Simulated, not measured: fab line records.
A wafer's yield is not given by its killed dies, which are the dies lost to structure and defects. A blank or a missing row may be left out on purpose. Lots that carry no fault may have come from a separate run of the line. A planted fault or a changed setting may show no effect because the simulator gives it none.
A lot that was struck, set against a sound lot :: flow ritCmos :: 35 out of 202 route steps
Sound: wafers L491.2, L491.3, L491.4. Wafers L509.2, L509.3, L509.6 were the ones struck. The cause is given at the end.
Each step with rows lists, per side, the tool, then ch with its chambers, then its first start. Under that, the readings that differ: sound wafers :: struck wafers :: difference of the means :: sigmas: that difference in standard deviations of wafers without a fault.
alike: readings whose means differ by less than 2 such deviations, and words and numbers that are the same on both sides. not compared: withheld readings, readings that some wafer has no value for, bounds like >300 that may hide the same value, and numbers for which the record gives no deviation and whose values overlap.
The two part at a step that has a row with sigmas, a row that says differs or no value, or rows on one side only. Non-overlapping numbers with no deviation appear without sigmas and do not part them. A reading that every wafer of one side lacks parts them only if that side has two wafers or more.

first, 3 steps without rows for these wafers: RIT_PWELL_EXPOSE_03 (exposes mask M3, target cd 43700 nm); RIT_PWELL_PEB_04; RIT_PWELL_DEVELOP_05 (develop time 68 s).
RIT_PWELL_OVL_MEAS_06:
  sound: overlay-01 at day 2 15:49; struck: overlay-01 at day 6 11:23
  alike: PWELL_OVL
then, 2 steps without rows for these wafers: RIT_PWELL_HARDBAKE_07 (time 120 s); RIT_PWELL_IMPLANT_08.
RIT_PWELL_STRIP_09: strips in O2, time 180 s.
  sound on plasmaAsher-04 ch 0,1, day 2 16:22; struck on plasmaAsher-02 ch 1, day 6 11:49
  alike: chamberPressureMTorr, drypumpMotorCurrentA
  not compared: rfHoursCounterH
RIT_PWELL_TW_MEAS_10:
  sound: filmMetro-04 at day 2 16:34; struck: filmMetro-01 at day 6 11:59
  alike: PWELL_TW
then, 1 step without rows for these wafers: RIT_WELLDRIVE_ANNEAL_00 (time 14700 s).
RIT_WELLDRIVE_RS_MEAS_01: measurement is done with a four-point probe.
  sound: filmMetro-03 at day 2 21:43; struck: filmMetro-01 at day 6 18:10
  alike: NWELL_RS
RIT_WELLDRIVE_RS_MEAS_02: measurement is done with a four-point probe.
  sound: filmMetro-03 at day 2 21:50; struck: filmMetro-01 at day 6 18:17
  alike: PWELL_RS
then, 1 step without rows for these wafers: RIT_NRETRO_HMDS_00 (prime time 60 s).
RIT_NRETRO_COAT_01: resist thk 1300 nm.
  struck on lithoTrack-03, day 6 18:34; sound on lithoTrack-02 ch 0, day 2 22:07
  no value came back on the struck wafers for chillPlateTempC (C), dispensePressureKPa (kPa); on the sound wafers chillPlateTempC (C) reads 22.81 22.81 22.85
then, 4 steps without rows for these wafers: RIT_NRETRO_SOFTBAKE_02 (time 60 s); RIT_NRETRO_EXPOSE_03 (exposes mask M4, target cd 43900 nm); RIT_NRETRO_PEB_04; RIT_NRETRO_DEVELOP_05 (develop time 68 s).
RIT_NRETRO_OVL_MEAS_06:
  sound: overlay-01 at day 2 22:49; struck: overlay-01 at day 6 19:23
reading: NRETRO_OVL (nm)
sound: -0.5 0.6 -1.5
struck: - - -
difference: no value on the struck wafers
sigmas: 
then, 2 steps without rows for these wafers: RIT_NRETRO_HARDBAKE_07 (time 120 s); RIT_NRETRO_IMPLANT_08.
RIT_NRETRO_STRIP_09: strips in O2, time 180 s.
  sound on plasmaAsher-03 ch 0,1, day 2 23:15; struck on plasmaAsher-02 ch 0,1, day 6 19:49
  alike: chamberPressureMTorr, drypumpMotorCurrentA
  not compared: rfHoursCounterH
RIT_NRETRO_TW_MEAS_10:
  sound: filmMetro-02 at day 2 23:26; struck: filmMetro-03 at day 6 20:01
  alike: NRETRO_TW
then, 6 steps without rows for these wafers: RIT_PRETRO_HMDS_00 (prime time 60 s); RIT_PRETRO_COAT_01 (resist thk 1300 nm); RIT_PRETRO_SOFTBAKE_02 (time 60 s); RIT_PRETRO_EXPOSE_03 (exposes mask M5, target cd 43700 nm); RIT_PRETRO_PEB_04; RIT_PRETRO_DEVELOP_05 (develop time 68 s).
RIT_PRETRO_OVL_MEAS_06:
  sound: overlay-02 at day 3 00:34; struck: overlay-02 at day 6 20:57
  alike: PRETRO_OVL
then, 2 steps without rows for these wafers: RIT_PRETRO_HARDBAKE_07 (time 120 s); RIT_PRETRO_IMPLANT_08.
RIT_PRETRO_STRIP_09: strips in O2, time 180 s.
  sound on plasmaAsher-02 ch 0,1, day 3 00:59; struck on plasmaAsher-02 ch 0, day 6 21:23
  alike: chamberPressureMTorr, drypumpMotorCurrentA
  not compared: rfHoursCounterH
RIT_PRETRO_TW_MEAS_10:
  sound: filmMetro-01 at day 3 01:10; struck: filmMetro-03 at day 6 21:34
reading: PRETRO_TW
sound: 471.7 475.3 469.2
struck: 1065.9 1065.2 1072.5
difference: +595.8
sigmas: +99 or more
then, 1 step without rows for these wafers: RIT_GATE_WET_ETCH_00 (etches SiO2 in BOE, target depth 56 nm, time 60 s).
RIT_M1_PROBE_99:
  record: rows for the struck wafers here (prober-01, day 8 01:37), none for the sound ones

## WHERE THEY PART
Earliest at RIT_NRETRO_COAT_01; latest, in this record, at RIT_M1_PROBE_99.

WHY: what the simulator had put in
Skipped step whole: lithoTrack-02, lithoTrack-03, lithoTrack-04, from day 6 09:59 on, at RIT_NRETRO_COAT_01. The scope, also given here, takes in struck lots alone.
